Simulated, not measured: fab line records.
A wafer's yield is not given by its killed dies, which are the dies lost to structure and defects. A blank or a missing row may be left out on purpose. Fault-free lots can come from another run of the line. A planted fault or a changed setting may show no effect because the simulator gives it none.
A struck lot beside a sound one	flow berkeley-cmos170	28 steps out of a route of 331
Sound: the wafers L250.1, L250.4, L250.5. Wafers L249.1, L249.4, L249.6 were the ones struck. Last of all comes the cause.
At each step with rows: each side's tool, then ch and its chambers, then its first start. Under that, the readings that differ: sound wafers	struck wafers	difference of the means	sigmas: that difference in standard deviations of wafers without a fault.
alike: same words and numbers on both sides, and readings whose means sit less than 2 such deviations apart. not compared: any withheld reading, any reading some wafer has no value for, any bound like >300 that may hide the same value, and any number with overlapping values for which the record gives no deviation.
The two part at a step that has a row with sigmas, a row that says differs or no value, or rows on one side only. Numbers that have no deviation but don't overlap get no sigmas and don't part them. A reading that every wafer of one side lacks parts them only if that side has two wafers or more.

UCB170_GATE_CD_MEAS_90 targets a cd of 350 nm.
  sound on cd-sem-01 at day 10 03:32; struck on cd-sem-02 at day 10 03:25
  alike: cd-nm
then, 7 steps without rows for these wafers: UCB170_GATE_CLEAN_17 (cleans in SPM, time 600 s); UCB170_PLDD_HMDS_00 (prime time 60 s); UCB170_PLDD_COAT_01 (resist thk 900 nm); UCB170_PLDD_SOFTBAKE_02 (time 60 s); UCB170_PLDD_EXPOSE_03 (exposes mask PSELECT, target cd 1200 nm); UCB170_PLDD_PEB_04; UCB170_PLDD_DEVELOP_05 (develop time 45 s).
UCB170_PLDD_CD_MEAS_06 targets a cd of 1200 nm.
  sound on cd-sem-02 at day 10 05:29; struck on cd-sem-01 at day 10 05:19
  alike: cd-nm
UCB170_PLDD_OVL_MEAS_07:
  sound on overlay-02 at day 10 05:36; struck on overlay-01 at day 10 05:26
  alike: PLDD_OVL
then, 2 steps without rows for these wafers: UCB170_PLDD_IMPLANT_08; UCB170_PLDD_IMPLANT_09.
UCB170_PLDD_STRIP_10: strips in O2.
  sound on plasma-asher-04 ch 0,1, day 10 05:56; struck on plasma-asher-01 ch 0,1, day 10 05:46
  no value came back on the struck wafers for chamber-pressure-mTorr (mTorr), drypump-motor-current-A (A), oes-product-au (a.u.), strip-time-to-endpoint-s (s); on the sound wafers chamber-pressure-mTorr (mTorr) reads 3499.9 3502.8 3503.4
reading	sound	struck	difference	sigmas
model.KrF_of_PLDD_COAT_01.thk-nm (nm)	0 0 0	886.1 885.4 883.8	+885.1	
  not compared: rf-hours-counter-h
UCB170_PLDD_TW_MEAS_11:
  sound on film-metro-02 at day 10 06:02; struck on film-metro-04 at day 10 05:52
reading	sound	struck	difference	sigmas
PLDD_TW	1027 1037 1034	1008 1002 1008	-27	-3
then, 7 steps without rows for these wafers: UCB170_PLDD_CLEAN_12 (cleans in SPM, time 600 s); UCB170_NLDD_HMDS_00 (prime time 60 s); UCB170_NLDD_COAT_01 (resist thk 900 nm); UCB170_NLDD_SOFTBAKE_02 (time 60 s); UCB170_NLDD_EXPOSE_03 (exposes mask NSELECT, target cd 1200 nm); UCB170_NLDD_PEB_04; UCB170_NLDD_DEVELOP_05 (develop time 45 s).
UCB170_NLDD_CD_MEAS_06 targets a cd of 1200 nm.
  sound on cd-sem-01 at day 10 08:31; struck on cd-sem-02 at day 10 08:27
reading	sound	struck	difference	sigmas
cd-nm (nm)	1203.5 1203.6 1203.5	1198.8 1200.8 1199.1	-4.0	-3
UCB170_NLDD_OVL_MEAS_07:
  sound on overlay-01 at day 10 08:38; struck on overlay-01 at day 10 08:34
  alike: NLDD_OVL
then, 2 steps without rows for these wafers: UCB170_NLDD_IMPLANT_08; UCB170_NLDD_IMPLANT_09.
UCB170_NLDD_STRIP_10: strips in O2.
  sound on plasma-asher-04 ch 0,1, day 10 08:59; struck on plasma-asher-01 ch 0,1, day 10 08:54
reading	sound	struck	difference	sigmas
strip-time-to-endpoint-s (s)	21.70 21.70 21.71	47.80 47.74 47.75	+26.06	+99 or more
  alike: chamber-pressure-mTorr, drypump-motor-current-A, oes-product-au
  not compared: rf-hours-counter-h
UCB170_NLDD_TW_MEAS_11:
  sound on film-metro-02 at day 10 09:05; struck on film-metro-04 at day 10 09:00
reading	sound	struck	difference	sigmas
NLDD_TW	2250 2260 2261	30 30 30	-2227	-99 or more
then, 1 step without rows for these wafers: UCB170_NLDD_CLEAN_12 (cleans in SPM, time 600 s).

## WHERE THEY PART
Last at UCB170_NLDD_TW_MEAS_11 as far as this record goes, first at UCB170_PLDD_STRIP_10.

WHY: what had been put in by the simulator
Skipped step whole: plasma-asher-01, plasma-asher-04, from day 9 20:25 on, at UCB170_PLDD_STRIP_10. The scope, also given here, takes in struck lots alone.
